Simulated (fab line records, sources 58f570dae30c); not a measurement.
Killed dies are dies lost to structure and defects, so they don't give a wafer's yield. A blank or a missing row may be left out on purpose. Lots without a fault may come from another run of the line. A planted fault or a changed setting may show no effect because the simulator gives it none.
One fault seen from 2 desks | flow berkeley_cmos170 | each desk has only its own numbers; what lay behind them comes last

THE METROLOGY DESK
What the gauges read, lot by lot, whatever tool the lot ran on: means of the sampled wafers that have a number. A lot is out of limits, marked OUT, if its mean lies more than 4 standard deviations from the usual mean; the brackets give that distance.
Columns: A = cd_nm at UCB170_M1_CD_MEAS_09, usual 700.3 nm; B = M1_OVL at UCB170_M1_OVL_MEAS_10, usual 1 nm; C = cd_nm at UCB170_M1_CD_MEAS_90, usual 700.7 nm
lot  | first seen here | A     | B  | C
L348 | day 8 17:51     | 698.5 | 2  | 700.3
L346 | day 8 18:17     | 701.8 | 2  | 702.6
L354 | day 9 21:38     | 701.4 | -4 | 700.3
L359 | day 11 08:40    | 702.9 | -0 | 704.7
L362 | day 12 00:10    | 700.0 | 3  | 699.4
L361 | day 12 00:18    | 699.3 | -7 | 696.5
This desk's finding: nothing out of limits on any of the 6 lots.

THE TOOL OWNER'S DESK: furnace-03
The tool's own readings at UCB170_M1_ANNEAL_14 (time 1200 s): means of the sampled wafers that have a number, for each lot that ran on this tool. A lot is out of limits, marked OUT, if its mean lies more than 4 standard deviations from the usual mean; the brackets give that distance. Of its 8 readings 7 are shown: the one that was out of limits first, and those that lie furthest out on some lot.
Columns: A = spike_tc_centre_C at UCB170_M1_ANNEAL_14, usual 401.4 C; B = spike_tc_load_C at UCB170_M1_ANNEAL_14, usual 414.2 C; C = spike_tc_source_C at UCB170_M1_ANNEAL_14, usual 413.9 C; D = tube_center_temp_C at UCB170_M1_ANNEAL_14, usual 400 C; E = tube_center_temp_C_max at UCB170_M1_ANNEAL_14, usual 401.06; F = zone_power_load_pct at UCB170_M1_ANNEAL_14, usual 5.25 %; G = zone_power_source_pct at UCB170_M1_ANNEAL_14, usual 6.05 %
lot  | first seen here | A                       | B                       | C                       | D                     | E                        | F              | G
L346 | day 8 19:11     | 401.8                   | 414.7                   | 414.5                   | 400                   | 401.07                   | 5.23           | 6.07
L348 | day 8 19:11     | 401.1                   | 413.3                   | 414.0                   | 400                   | 401.02                   | 5.28           | 5.99
L354 | day 9 23:20     | 401.5                   | 414.2                   | 414.0                   | 400                   | 401.15                   | 5.25           | 6.04
L359 | day 11 09:13    | 401.8                   | 413.0                   | 413.2                   | 400                   | 400.97                   | 5.26           | 6.05
L362 | day 12 00:43    | 291.7 (-99 or more) OUT | 302.9 (-99 or more) OUT | 302.8 (-99 or more) OUT | 290 (-99 or more) OUT | 291.20 (-99 or more) OUT | 3.39 (-33) OUT | 3.82 (-35) OUT
L361 | day 12 02:02    | 291.6 (-99 or more) OUT | 303.9 (-99 or more) OUT | 302.2 (-99 or more) OUT | 290 (-99 or more) OUT | 290.99 (-99 or more) OUT | 3.36 (-33) OUT | 3.84 (-35) OUT
This desk's finding: out of limits on L361, L362; first on L362, day 12 00:43 (spike_tc_centre_C at UCB170_M1_ANNEAL_14). In limits: L346, L348, L354, L359.

PUT TOGETHER
The tool owner's desk could have raised an alarm at day 12 00:43, on L361, L362.
The metrology desk saw nothing out of limits.
The metrology desk has L361, L362 on record, within its limits.
Of the lots named, all ran UCB170_M1_ANNEAL_14 on furnace-03.

WHAT THE SIMULATOR HAD PUT IN
Process parameter drift: furnace-03, from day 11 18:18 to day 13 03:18, at UCB170_M1_ANNEAL_14. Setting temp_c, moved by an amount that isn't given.
Lots struck among those shown: L361, L362.
Hours from the fault's start to each desk's first reading out of limits: the tool owner's desk, 6.
